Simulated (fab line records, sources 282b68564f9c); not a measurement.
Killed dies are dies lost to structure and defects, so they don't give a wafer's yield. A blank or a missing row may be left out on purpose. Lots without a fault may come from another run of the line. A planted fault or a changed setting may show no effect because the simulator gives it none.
Which tool did it? | flow rit_cmos | 15 lots, 45 wafers sampled, at 4 steps of a route of 202

WHAT THE GAUGES READ, wafer by wafer
RIT_FOX2_THK_MEAS_01.
lot  | measured    | on            | FOX2_OXIDE_THK (nm)
L544 | day 1 21:01 | film_metro-04 | 346 342 340
L545 | day 2 01:07 | film_metro-02 | 341 344 342
L546 | day 2 05:02 | film_metro-02 | 350 349 343
L547 | day 2 10:37 | film_metro-04 | 352 354 355
L548 | day 2 17:59 | film_metro-03 | 352 361 360
L549 | day 2 21:38 | film_metro-04 | 352 347 345
L552 | day 3 12:08 | film_metro-03 | 351 351 353
L554 | day 3 20:28 | film_metro-02 | 367 364 361
L555 | day 4 01:27 | film_metro-04 | 414 411 415
L556 | day 4 13:54 | film_metro-02 | 334 342 343
L557 | day 4 20:44 | film_metro-02 | 350 343 346
L558 | day 4 23:34 | film_metro-02 | 401 400 399
L559 | day 5 03:26 | film_metro-03 | 404 406 408
L560 | day 5 08:46 | film_metro-04 | 345 344 344
L567 | day 6 16:21 | film_metro-04 | 351 351 357

RIT_FOX2_THK_MEAS_90.
lot  | measured    | on            | FIELD_OXIDE_LEFT_1_THK (nm)
L544 | day 1 21:53 | film_metro-02 | 319 315 313
L545 | day 2 01:59 | film_metro-02 | 314 317 314
L546 | day 2 05:55 | film_metro-03 | 322 321 316
L547 | day 2 11:29 | film_metro-04 | 325 327 328
L548 | day 2 18:52 | film_metro-03 | 325 333 332
L549 | day 2 22:30 | film_metro-03 | 325 319 318
L552 | day 3 13:01 | film_metro-03 | 324 324 326
L554 | day 3 21:20 | film_metro-04 | 339 336 334
L555 | day 4 02:20 | film_metro-02 | 388 385 388
L556 | day 4 14:47 | film_metro-04 | 307 315 316
L557 | day 4 21:37 | film_metro-04 | 322 315 319
L558 | day 5 00:26 | film_metro-03 | 373 373 372
L559 | day 5 04:19 | film_metro-04 | 376 378 381
L560 | day 5 09:42 | film_metro-02 | 318 317 317
L567 | day 6 17:21 | film_metro-04 | 323 323 330

RIT_FOX2_THK_MEAS_91.
lot  | measured    | on            | FIELD_OXIDE_LEFT_2_THK (nm)
L544 | day 2 10:38 | film_metro-03 | 251 247 244
L545 | day 2 14:56 | film_metro-03 | 245 249 246
L546 | day 2 18:29 | film_metro-03 | 255 254 248
L547 | day 3 00:35 | film_metro-04 | 257 259 261
L548 | day 3 07:33 | film_metro-02 | 256 265 264
L549 | day 3 12:26 | film_metro-02 | 257 252 250
L552 | day 4 01:29 | film_metro-02 | 257 257 259
L554 | day 4 11:23 | film_metro-02 | 272 269 266
L555 | day 4 18:10 | film_metro-02 | 319 317 320
L556 | day 5 06:49 | film_metro-02 | 239 247 248
L557 | day 5 11:32 | film_metro-02 | 255 248 251
L558 | day 5 13:19 | film_metro-02 | 306 306 305
L559 | day 5 18:04 | film_metro-02 | 307 309 312
L560 | day 5 22:16 | film_metro-02 | 249 248 249
L567 | day 7 05:56 | film_metro-03 | 256 256 263

WHICH TOOL RAN EACH LOT (tool, then ch and the chambers of the sampled wafers, then the start)
lot  | RIT_FOX2_OXIDATION_00
L544 | furnace-03 ch 0, day 1 19:42
L545 | furnace-01 ch 0, day 1 23:47
L546 | furnace-04 ch 0, day 2 03:43
L547 | furnace-01 ch 0, day 2 09:16
L548 | furnace-03 ch 0, day 2 16:40
L549 | furnace-04 ch 0, day 2 20:17
L552 | furnace-03 ch 0, day 3 10:49
L554 | furnace-03 ch 0, day 3 19:08
L555 | furnace-03 ch 0, day 4 00:08
L556 | furnace-01 ch 0, day 4 12:34
L557 | furnace-04 ch 0, day 4 19:24
L558 | furnace-03 ch 0, day 4 22:15
L559 | furnace-03 ch 0, day 5 02:07
L560 | furnace-01 ch 0, day 5 07:25
L567 | furnace-01 ch 0, day 6 15:00
- RIT_FOX2_OXIDATION_00: target thk 350.7 nm, ox time 1130 s.

WHAT THE TOOLS THEMSELVES READ (means of the sampled wafers that have a number; where no wafer has one, the mark that the record gives instead)
RIT_FOX2_OXIDATION_00.
lot  | tool       | spike_tc_centre_C (C) | spike_tc_load_C (C) | spike_tc_source_C (C) | tube_center_temp_C (C) | tube_center_temp_C_max
L544 | furnace-03 | 1104.7                | 1124.7              | 1126.7                | 1100                   | 1103.0
L545 | furnace-01 | 1103.1                | 1127.7              | 1126.4                | 1100                   | 1103.0
L546 | furnace-04 | 1103.4                | 1123.4              | 1125.3                | 1100                   | 1102.9
L547 | furnace-01 | 1103.3                | 1127.1              | 1125.1                | 1100                   | 1102.8
L548 | furnace-03 | 1104.6                | 1125.1              | 1125.5                | 1100                   | 1102.8
L549 | furnace-04 | 1102.5                | 1122.3              | 1124.7                | 1100                   | 1102.8
L552 | furnace-03 | 1103.8                | 1126.3              | 1125.3                | 1100                   | 1102.9
L554 | furnace-03 | 1105.4                | 1125.5              | 1126.6                | 1100                   | 1102.5
L555 | furnace-03 | 1140.0                | 1160.2              | 1161.9                | 1135                   | 1138.1
L556 | furnace-01 | 1104.9                | 1127.3              | 1125.7                | 1100                   | 1102.4
L557 | furnace-04 | 1102.7                | 1122.7              | 1124.8                | 1100                   | 1102.8
L558 | furnace-03 | 1140.2                | 1160.3              | 1161.5                | 1135                   | 1137.9
L559 | furnace-03 | 1139.6                | 1159.9              | 1160.6                | 1135                   | 1137.8
L560 | furnace-01 | 1104.1                | 1127.4              | 1125.7                | 1100                   | 1102.5
L567 | furnace-01 | 1103.1                | 1127.6              | 1125.6                | 1100                   | 1102.7

THE ANSWER, worked out from the rows above alone
Rule: what is usual is taken from the lots themselves. Put in order of their means at a reading, lots are off if they are a third of the lots or fewer, leave a main group of 4 or more, and stand apart from it by a gap of 3 or more times the standard deviation of the main group's means; of several such gaps the widest counts. A main group whose means are all the same, to the digits that the tables above print for the reading, isn't used. A lot without any number at a reading at which 4 lots or more have one is off too. The other lots that the step has rows for count as sound. The gauges are gone through in route order, then the tools' own readings, and for those a lot's mean is taken as printed above. The first step at which some lot is off is used, and at that step the reading that is off furthest; a lot without a number counts as furthest.
Off: L555, L558, L559, at RIT_FOX2_THK_MEAS_01 (FOX2_OXIDE_THK). The main group: mean 349 nm, standard deviation 6.8.
A tool fits if, at a process step before that reading, it ran every lot that is off, and no sound lot after the first of them. The gauges at RIT_FOX2_THK_MEAS_01 aren't tried: what is off there is off at RIT_FOX2_OXIDATION_00 too, on other tools, and a gauge's error can't cause that. One fits: furnace-03 at RIT_FOX2_OXIDATION_00. Its last sound lot is L554 (day 3 19:08), its first lot that is off L555 (day 4 00:08): a fault that began between those two fits.
The tool's own readings at RIT_FOX2_OXIDATION_00 bear it out: on the lots that are off they differ by more than 5 times the standard deviation of the sound lots' means. spike_tc_centre_C reads 1139.9 C there against 1103.8 C on the sound lots; spike_tc_load_C reads 1160.1 C there against 1125.6 C on the sound lots; spike_tc_source_C reads 1161.3 C there against 1125.6 C on the sound lots; tube_center_temp_C reads 1135 C there against 1100 C on the sound lots; tube_center_temp_C_max reads 1137.9 there against 1102.8 on the sound lots.

WHAT THE SIMULATOR HAD PUT IN
Process parameter drift: furnace-03, from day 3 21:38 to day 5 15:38, at RIT_FOX2_OXIDATION_00. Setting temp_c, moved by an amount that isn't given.
Lots struck among those shown: L555, L558, L559. The rule above found the same.
